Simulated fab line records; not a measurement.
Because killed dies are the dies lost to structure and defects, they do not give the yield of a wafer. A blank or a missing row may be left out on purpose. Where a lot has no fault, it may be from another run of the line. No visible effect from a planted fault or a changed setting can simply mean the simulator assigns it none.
Which tool is to blame? -- flow rit_cmos -- 14 lots with 42 wafers sampled at 5 steps, on a route of 202 steps

WHAT EACH GAUGE READ, for each wafer
RIT_PSD_OVL_MEAS_06.
lot,measured,on,PSD_OVL (nm)
L549,day 3 19:35,overlay-02,0.0 -0.7 -1.6
L550,day 4 00:35,overlay-01,0.7 0.2 1.4
L553,day 4 12:10,overlay-01,1.7 0.5 0.7
L554,day 4 15:17,overlay-02,-1.0 -1.1 -2.9
L555,day 4 20:56,overlay-02,-0.6 0.9 2.0
L557,day 5 09:07,overlay-02,0.7 0.8 0.4
L559,day 5 16:51,overlay-02,-2.0 0.6 0.4
L564,day 6 20:32,overlay-02,-0.7 -1.0 -0.8
L565,day 6 23:50,overlay-02,0.3 -2.0 0.3
L566,day 7 06:20,overlay-02,-0.2 -0.5 -0.6
L568,day 7 13:32,overlay-02,-0.9 -1.8 -0.3
L569,day 7 17:33,overlay-01,0.6 1.4 0.3
L570,day 7 22:27,overlay-02,2.4 1.0 -0.2
L571,day 8 04:56,overlay-01,0.8 1.3 1.0

RIT_M1_CD_MEAS_09: the cd target is 2600 nm.
lot,measured,on,cd_nm (nm)
L549,day 4 01:21,cd_sem-01,2598.5 2598.8 2600.1
L550,day 4 06:49,cd_sem-02,2599.1 2597.2 2597.5
L553,day 4 18:02,cd_sem-02,2598.1 2601.0 2598.1
L554,day 4 21:12,cd_sem-01,2599.8 2601.0 2603.2
L555,day 5 02:39,cd_sem-02,2532.0 2531.6 2533.0
L557,day 5 14:49,cd_sem-01,2536.8 2536.9 2536.4
L559,day 5 22:26,cd_sem-02,2600.3 2599.3 2600.5
L564,day 7 02:26,cd_sem-02,2605.2 2602.8 2603.7
L565,day 7 05:40,cd_sem-02,2603.3 2605.5 2602.5
L566,day 7 12:20,cd_sem-02,2596.4 2598.7 2599.3
L568,day 7 19:31,cd_sem-01,2603.3 2603.2 2602.5
L569,day 7 23:18,cd_sem-01,2597.9 2597.8 2599.5
L570,day 8 04:04,cd_sem-01,2602.7 2602.0 2605.7
L571,day 8 10:38,cd_sem-01,2603.4 2604.1 2600.9

WHICH TOOL RAN EACH LOT (tool, then ch and the chambers of the sampled wafers, then the start)
lot,RIT_SILICIDE_RTA_06,RIT_CONTACT_STRIP_12,RIT_M1_COAT_04
L549,"rtp_anneal-02 ch 0, day 3 21:35","plasma_asher-01 ch 0,1, day 3 23:17","litho_track-01 ch 0, day 4 00:35"
L550,"rtp_anneal-01 ch 0, day 4 02:47","plasma_asher-03 ch 0,1, day 4 04:46","litho_track-04 ch 0, day 4 06:05"
L553,"rtp_anneal-02 ch 0, day 4 14:06","plasma_asher-02 ch 0,1, day 4 15:52","litho_track-04 ch 0, day 4 17:11"
L554,"rtp_anneal-01 ch 0, day 4 17:16","plasma_asher-03 ch 0,1, day 4 19:02","litho_track-03 ch 0, day 4 20:18"
L555,"rtp_anneal-02 ch 0, day 4 22:52","plasma_asher-02 ch 0,1, day 5 00:38","litho_track-04 ch 0, day 5 01:55"
L557,"rtp_anneal-02 ch 0, day 5 11:04","plasma_asher-03 ch 0,1, day 5 12:48","litho_track-04 ch 0, day 5 14:05"
L559,"rtp_anneal-02 ch 0, day 5 18:48","plasma_asher-02 ch 0,1, day 5 20:26","litho_track-03 ch 0, day 5 21:43"
L564,"rtp_anneal-01 ch 0, day 6 22:28","plasma_asher-02 ch 0,1, day 7 00:10","litho_track-03 ch 0, day 7 01:35"
L565,"rtp_anneal-02 ch 0, day 7 01:52","plasma_asher-02 ch 0,1, day 7 03:38","litho_track-01 ch 0, day 7 04:56"
L566,"rtp_anneal-01 ch 0, day 7 08:27","plasma_asher-01 ch 0,1, day 7 10:08","litho_track-01 ch 0, day 7 11:34"
L568,"rtp_anneal-01 ch 0, day 7 15:32","plasma_asher-01 ch 0,1, day 7 17:18","litho_track-03 ch 0, day 7 18:40"
L569,"rtp_anneal-02 ch 0, day 7 19:29","plasma_asher-02 ch 0,1, day 7 21:07","litho_track-01 ch 0, day 7 22:26"
L570,"rtp_anneal-01 ch 0, day 8 00:23","plasma_asher-02 ch 0,1, day 8 02:04","litho_track-03 ch 0, day 8 03:21"
L571,"rtp_anneal-02 ch 0, day 8 06:52","plasma_asher-02 ch 0,1, day 8 08:30","litho_track-04 ch 0, day 8 09:47"
- RIT_SILICIDE_RTA_06: time 10 s, ramp up 5 s, ramp down 10 s.
- RIT_CONTACT_STRIP_12: strips in O2, time 180 s.
- RIT_M1_COAT_04: resist thk 1300 nm.

WHAT THE TOOLS THEMSELVES READ (means of the sampled wafers that have a number; where no wafer has one, the mark that the record gives instead)
RIT_SILICIDE_RTA_06.
lot,tool,wafer_temp_C_max
L549,rtp_anneal-02,753.3
L550,rtp_anneal-01,754.4
L553,rtp_anneal-02,753.2
L554,rtp_anneal-01,755.4
L555,rtp_anneal-02,753.3
L557,rtp_anneal-02,753.7
L559,rtp_anneal-02,754.1
L564,rtp_anneal-01,754.5
L565,rtp_anneal-02,753.2
L566,rtp_anneal-01,754.7
L568,rtp_anneal-01,754.8
L569,rtp_anneal-02,752.8
L570,rtp_anneal-01,756.0
L571,rtp_anneal-02,753.4

RIT_CONTACT_STRIP_12.
lot,tool,chamber_pressure_mTorr (mTorr),drypump_motor_current_A (A)
L549,plasma_asher-01,4000,5.4
L550,plasma_asher-03,3998,6.4
L553,plasma_asher-02,3997,5.8
L554,plasma_asher-03,3997,6.4
L555,plasma_asher-02,4001,5.8
L557,plasma_asher-03,4003,6.4
L559,plasma_asher-02,3998,5.8
L564,plasma_asher-02,3998,5.6
L565,plasma_asher-02,4001,5.8
L566,plasma_asher-01,4001,5.4
L568,plasma_asher-01,4002,5.5
L569,plasma_asher-02,3997,5.5
L570,plasma_asher-02,4000,5.8
L571,plasma_asher-02,4001,5.8

THE ANSWER, worked out from the rows above alone
Rule: what is usual is taken from the lots themselves. The widest of any qualifying gaps counts: lots, ordered by their means at a reading, are off when they make up no more than a third of the lots, leave a main group of 4 or more, and stand apart from it by 3 or more times the standard deviation of that group's means. A main group whose means are all the same, to the digits that the tables above print for the reading, isn't used. A lot without any number at a reading at which 4 lots or more have one is off too. Where the step has rows for the other lots, those lots are counted as sound. After the gauges, taken in route order, come the tools' own readings; for these a lot's mean is taken, as printed above. At the first step where some lot is off, the reading lying furthest off is the one used; lots without a number count as furthest.
Off at RIT_M1_CD_MEAS_09 (cd_nm): L555, L557. Mean 2600.9 nm and standard deviation 2.3 in the main group.
A tool fits if, at a process step before that reading, it ran every lot that is off, and no sound lot after the first of them. The gauges at RIT_M1_CD_MEAS_09 are tried like those tools. None of those tried fits.

WHAT THE SIMULATOR PUT IN
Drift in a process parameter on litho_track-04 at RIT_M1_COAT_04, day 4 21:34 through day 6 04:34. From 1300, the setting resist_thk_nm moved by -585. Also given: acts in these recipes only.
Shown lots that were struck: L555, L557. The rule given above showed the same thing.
